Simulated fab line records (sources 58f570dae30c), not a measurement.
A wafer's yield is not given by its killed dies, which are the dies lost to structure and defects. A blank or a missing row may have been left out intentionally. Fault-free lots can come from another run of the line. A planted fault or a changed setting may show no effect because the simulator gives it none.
Split-lot experiment / flow berkeleyCmos170 / 23 wafers read from 5 lots, route of 331 steps

THE SPLIT ITSELF
At UCB170_SILICIDE_SPUTTER_01 (material Ti, target thk 30 nm, time 25 s), the setting powerW was moved away from the recipe's 1500 W on 9 of the 23 wafers read, by -3.9% to +11.1%. The other wafers ran this setting at the recipe's value.

THE PATH FROM SPLIT TO READING: the file shows 1 step between them
- UCB170_SILICIDE_RS_MEAS_02: measures by four-point-probe

THE READING
SILICIDE_TI_THK, in nm, at UCB170_SILICIDE_THK_MEAS_03 (measures by xrf). Fault-free wafers of this fab line usually give 30.2 nm, standard deviation 0.33 nm.

wafer=L074.1; tool, chamber at the split=pvdSputter-01, -; powerW as run, W=1500; against the recipe=recipe; SILICIDE_TI_THK, nm=30.2; against lot-mates on the recipe=-
wafer=L074.3; tool, chamber at the split=pvdSputter-01, -; powerW as run, W=1442; against the recipe=-3.9%; SILICIDE_TI_THK, nm=29.1; against lot-mates on the recipe=-1.2
wafer=L074.4; tool, chamber at the split=pvdSputter-01, -; powerW as run, W=1442; against the recipe=-3.9%; SILICIDE_TI_THK, nm=29.5; against lot-mates on the recipe=-0.9
wafer=L074.5; tool, chamber at the split=pvdSputter-01, -; powerW as run, W=1500; against the recipe=recipe; SILICIDE_TI_THK, nm=30.5; against lot-mates on the recipe=-
wafer=L074.6; tool, chamber at the split=pvdSputter-01, -; powerW as run, W=1442; against the recipe=-3.9%; SILICIDE_TI_THK, nm=29.0; against lot-mates on the recipe=-1.4
wafer=L080.2; tool, chamber at the split=pvdSputter-02, -; powerW as run, W=1667; against the recipe=+11.1%; SILICIDE_TI_THK, nm=33.7; against lot-mates on the recipe=+3.4
wafer=L080.3; tool, chamber at the split=pvdSputter-02, -; powerW as run, W=1500; against the recipe=recipe; SILICIDE_TI_THK, nm=30.5; against lot-mates on the recipe=-
wafer=L080.4; tool, chamber at the split=pvdSputter-02, -; powerW as run, W=1500; against the recipe=recipe; SILICIDE_TI_THK, nm=30.0; against lot-mates on the recipe=-
wafer=L080.5; tool, chamber at the split=pvdSputter-02, -; powerW as run, W=1500; against the recipe=recipe; SILICIDE_TI_THK, nm=30.3; against lot-mates on the recipe=-
wafer=L080.6; tool, chamber at the split=pvdSputter-02, -; powerW as run, W=1667; against the recipe=+11.1%; SILICIDE_TI_THK, nm=33.5; against lot-mates on the recipe=+3.2
wafer=L082.1; tool, chamber at the split=pvdSputter-01, -; powerW as run, W=1500; against the recipe=recipe; SILICIDE_TI_THK, nm=30.5; against lot-mates on the recipe=-
wafer=L082.2; tool, chamber at the split=pvdSputter-01, -; powerW as run, W=1451; against the recipe=-3.3%; SILICIDE_TI_THK, nm=29.4; against lot-mates on the recipe=-1.0
wafer=L082.4; tool, chamber at the split=pvdSputter-01, -; powerW as run, W=1500; against the recipe=recipe; SILICIDE_TI_THK, nm=30.3; against lot-mates on the recipe=-
wafer=L082.5; tool, chamber at the split=pvdSputter-01, -; powerW as run, W=1451; against the recipe=-3.3%; SILICIDE_TI_THK, nm=29.2; against lot-mates on the recipe=-1.2
wafer=L082.6; tool, chamber at the split=pvdSputter-01, -; powerW as run, W=1500; against the recipe=recipe; SILICIDE_TI_THK, nm=30.5; against lot-mates on the recipe=-
wafer=L084.1; tool, chamber at the split=pvdSputter-04, -; powerW as run, W=1500; against the recipe=recipe; SILICIDE_TI_THK, nm=30.2; against lot-mates on the recipe=-
wafer=L084.5; tool, chamber at the split=pvdSputter-04, -; powerW as run, W=1500; against the recipe=recipe; SILICIDE_TI_THK, nm=29.7; against lot-mates on the recipe=-
wafer=L084.6; tool, chamber at the split=pvdSputter-04, -; powerW as run, W=1500; against the recipe=recipe; SILICIDE_TI_THK, nm=29.9; against lot-mates on the recipe=-
wafer=L081.2; tool, chamber at the split=pvdSputter-02, -; powerW as run, W=1633; against the recipe=+8.9%; SILICIDE_TI_THK, nm=33.1; against lot-mates on the recipe=+2.8
wafer=L081.3; tool, chamber at the split=pvdSputter-02, -; powerW as run, W=1500; against the recipe=recipe; SILICIDE_TI_THK, nm=30.2; against lot-mates on the recipe=-
wafer=L081.4; tool, chamber at the split=pvdSputter-02, -; powerW as run, W=1633; against the recipe=+8.9%; SILICIDE_TI_THK, nm=33.2; against lot-mates on the recipe=+2.9
wafer=L081.5; tool, chamber at the split=pvdSputter-02, -; powerW as run, W=1500; against the recipe=recipe; SILICIDE_TI_THK, nm=30.5; against lot-mates on the recipe=-
wafer=L081.6; tool, chamber at the split=pvdSputter-02, -; powerW as run, W=1500; against the recipe=recipe; SILICIDE_TI_THK, nm=30.3; against lot-mates on the recipe=-

FIT RESULTS
A straight line over all 23 wafers: SILICIDE_TI_THK changes by +0.305 nm for each +1% of powerW; r = +0.99; the points scatter about the line by 0.23 nm.
The same after taking each lot's own level away (the mean of its wafers on the recipe; 23 wafers): +0.308 nm for each +1%; r = +0.99; scatter 0.17 nm.
The reading moves by 3.4 nm for the largest change in powerW, on that fit.
The lots' own levels span 29.93 to 30.43 nm, that is 1.5 times the standard deviation above.
Hence the lot-to-lot level has little effect on the slope; both slopes agree.
Check: with one of the wafers moved furthest among these (+11.1%) left out of the fit, the line predicts +3.41 nm for it against its lot-mates. It came out at +3.43 nm against them.

THE OTHER SPLITS THESE WAFERS WENT THROUGH
Other splits were also applied to these wafers ahead of the reading. Each is held against what the fit with the lots' levels taken away leaves over:
other split on the same wafers=UCB170_GATE_PEB_10 pebTempC; wafers away from the commonest value=5; r with SILICIDE_TI_THK (lot level and that fit taken away)=+0.16
other split on the same wafers=UCB170_PLDD_COAT_01 resistThkNm; wafers away from the commonest value=10; r with SILICIDE_TI_THK (lot level and that fit taken away)=+0.09
other split on the same wafers=UCB170_NLDD_PEB_04 pebTempC; wafers away from the commonest value=11; r with SILICIDE_TI_THK (lot level and that fit taken away)=-0.29
other split on the same wafers=UCB170_PSD_IMPLANT_08 doseCm2; wafers away from the commonest value=11; r with SILICIDE_TI_THK (lot level and that fit taken away)=+0.01
other split on the same wafers=UCB170_NSD_EXPOSE_03 doseMj; wafers away from the commonest value=9; r with SILICIDE_TI_THK (lot level and that fit taken away)=+0.02

THE WHOLE CHAIN: every reading that the file lists as answering this split, in the file's order
step=UCB170_SILICIDE_SPUTTER_01; what it does=material Ti, target thk 30 nm, time 25 s; reading=Ti_of_SILICIDE_SPUTTER_01.thkNm (the simulator's own value, which no gauge read); change (the file's fit)=+0.304 nm for each +1% of the setting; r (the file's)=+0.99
step=UCB170_SILICIDE_RS_MEAS_02; what it does=measures by four-point-probe; reading=SILICIDE_TI_RS; change (the file's fit)=-0.279 for each +1% of the setting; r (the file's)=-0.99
step=UCB170_SILICIDE_THK_MEAS_03; what it does=measures by xrf; reading=SILICIDE_TI_THK; change (the file's fit)=+0.308 for each +1% of the setting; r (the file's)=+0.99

FILE'S OWN FIT
SILICIDE_TI_THK changes by +0.308 nm for each +1% of powerW, r = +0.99.
